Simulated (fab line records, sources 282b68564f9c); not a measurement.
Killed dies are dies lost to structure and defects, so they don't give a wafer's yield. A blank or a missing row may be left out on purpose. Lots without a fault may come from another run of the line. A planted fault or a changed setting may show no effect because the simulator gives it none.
A struck lot beside a sound one | flow rit_cmos | 13 steps out of a route of 202
Sound: wafers L707.1, L707.3, L707.6. Struck: wafers L717.1, L717.4, L717.5. The cause comes at the end.
At each step with rows: each side's tool, then ch and its chambers, then its first start. Under that, the readings that differ: sound wafers | struck wafers | difference of the means | sigmas: that difference in standard deviations of wafers without a fault.
alike: readings whose means differ by less than 2 such deviations, and words and numbers that are the same on both sides. not compared: withheld readings, readings that some wafer has no value for, bounds like >300 that may hide the same value, and numbers for which the record gives no deviation and whose values overlap.
The two part at a step that has a row with sigmas, a row that says differs or no value, or rows on one side only. Numbers that don't overlap but have no deviation are shown without sigmas and don't part them. A reading that every wafer of one side lacks parts them only if that side has two wafers or more.

first, 4 steps without rows for these wafers: RIT_PSD_SOFTBAKE_02 (time 60 s); RIT_PSD_EXPOSE_03 (exposes mask M10, target cd 40900 nm); RIT_PSD_PEB_04; RIT_PSD_DEVELOP_05 (develop time 50 s).
RIT_PSD_OVL_MEAS_06:
  sound on overlay-01, day 3 12:40; struck on overlay-02, day 5 12:54
  alike: PSD_OVL
then, 2 steps without rows for these wafers: RIT_PSD_HARDBAKE_07 (time 60 s); RIT_PSD_IMPLANT_08.
RIT_PSD_STRIP_09: strips in O2, time 180 s.
  sound on plasma_asher-04 ch 0,1, day 3 13:02; struck on plasma_asher-03 ch 0,1, day 5 13:14
  alike: drypump_motor_current_A
  not compared: rf_hours_counter_h
RIT_PSD_TW_MEAS_10:
  sound on film_metro-03, day 3 13:13; struck on film_metro-04, day 5 13:25
  alike: PSD_TW
then, 3 steps without rows for these wafers: RIT_SDANNEAL_CLEAN_00 (cleans in SC1, time 600 s); RIT_SDANNEAL_CLEAN_01 (cleans in dHF, time 30 s); RIT_SDANNEAL_CLEAN_02 (cleans in SC2, time 600 s).
RIT_SDANNEAL_RTA_03: time 5 s.
  sound on rtp_anneal-02 ch 0, day 3 13:40; struck on rtp_anneal-02, day 5 13:50
  no value came back on the struck wafers for anneal_temp_c_max, chamber_o2_ppm, wafer_temp_C_max; on the sound wafers anneal_temp_c_max reads 1053.6 1053.9 1054.7

WHERE THEY PART
Only at RIT_SDANNEAL_RTA_03, within this record.

WHY: what the simulator had put in
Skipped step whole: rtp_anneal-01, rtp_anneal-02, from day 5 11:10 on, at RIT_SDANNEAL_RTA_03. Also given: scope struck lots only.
